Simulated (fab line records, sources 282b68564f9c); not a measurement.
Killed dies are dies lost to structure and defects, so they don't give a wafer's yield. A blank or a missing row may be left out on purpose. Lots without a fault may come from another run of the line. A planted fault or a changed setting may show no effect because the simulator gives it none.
Which tool did it? | flow rit_cmos | 7 lots, 21 wafers sampled, at 3 steps of a route of 202

WHAT THE GAUGES READ, wafer by wafer
RIT_CONTACT_CD_MEAS_90: target cd 1000 nm.
lot  | measured    | on        | cd_nm (nm)
L574 | day 3 09:30 | cd_sem-01 | 999.6 1002.4 1002.8
L576 | day 3 19:17 | cd_sem-01 | 1000.9 1001.0 998.4
L578 | day 4 07:21 | cd_sem-02 | 1000.8 999.1 998.9
L581 | day 4 19:46 | cd_sem-01 | 999.8 1000.4 999.4
L585 | day 5 19:56 | cd_sem-02 | 998.4 997.1 996.9
L590 | day 6 18:29 | cd_sem-02 | 1001.6 1003.8 1000.5
L592 | day 7 04:21 | cd_sem-02 | 999.5 1000.6 1000.9

WHICH TOOL RAN EACH LOT (tool, then ch and the chambers of the sampled wafers, then the start)
lot  | RIT_NSD_STRIP_09                    | RIT_CONTACT_STRIP_12
L574 | plasma_asher-01 ch 0,1, day 3 04:29 | plasma_asher-02 ch 0,1, day 3 09:20
L576 | plasma_asher-02 ch 0,1, day 3 14:02 | plasma_asher-01 ch 0,1, day 3 19:07
L578 | plasma_asher-01 ch 0,1, day 4 02:16 | plasma_asher-01 ch 0,1, day 4 07:11
L581 | plasma_asher-02 ch 0,1, day 4 14:28 | plasma_asher-02 ch 0,1, day 4 19:36
L585 | plasma_asher-01 ch 0,1, day 5 14:59 | plasma_asher-03 ch 0,1, day 5 19:45
L590 | plasma_asher-04 ch 0,1, day 6 13:23 | plasma_asher-01 ch 0,1, day 6 18:19
L592 | plasma_asher-01 ch 1, day 6 23:14   | plasma_asher-01 ch 0,1, day 7 04:09
- RIT_NSD_STRIP_09: strips in O2, time 180 s.
- RIT_CONTACT_STRIP_12: strips in O2, time 180 s.

THE ANSWER, worked out from the rows above alone
Rule: what is usual is taken from the lots themselves. Put in order of their means at a reading, lots are off if they are a third of the lots or fewer, leave a main group of 4 or more, and stand apart from it by a gap of 3 or more times the standard deviation of the main group's means; of several such gaps the widest counts. A main group whose means are all the same, to the digits that the tables above print for the reading, isn't used. A lot without any number at a reading at which 4 lots or more have one is off too. The other lots that the step has rows for count as sound.
No lot is off at any reading shown: from this, nothing can be told.

WHAT THE SIMULATOR HAD PUT IN
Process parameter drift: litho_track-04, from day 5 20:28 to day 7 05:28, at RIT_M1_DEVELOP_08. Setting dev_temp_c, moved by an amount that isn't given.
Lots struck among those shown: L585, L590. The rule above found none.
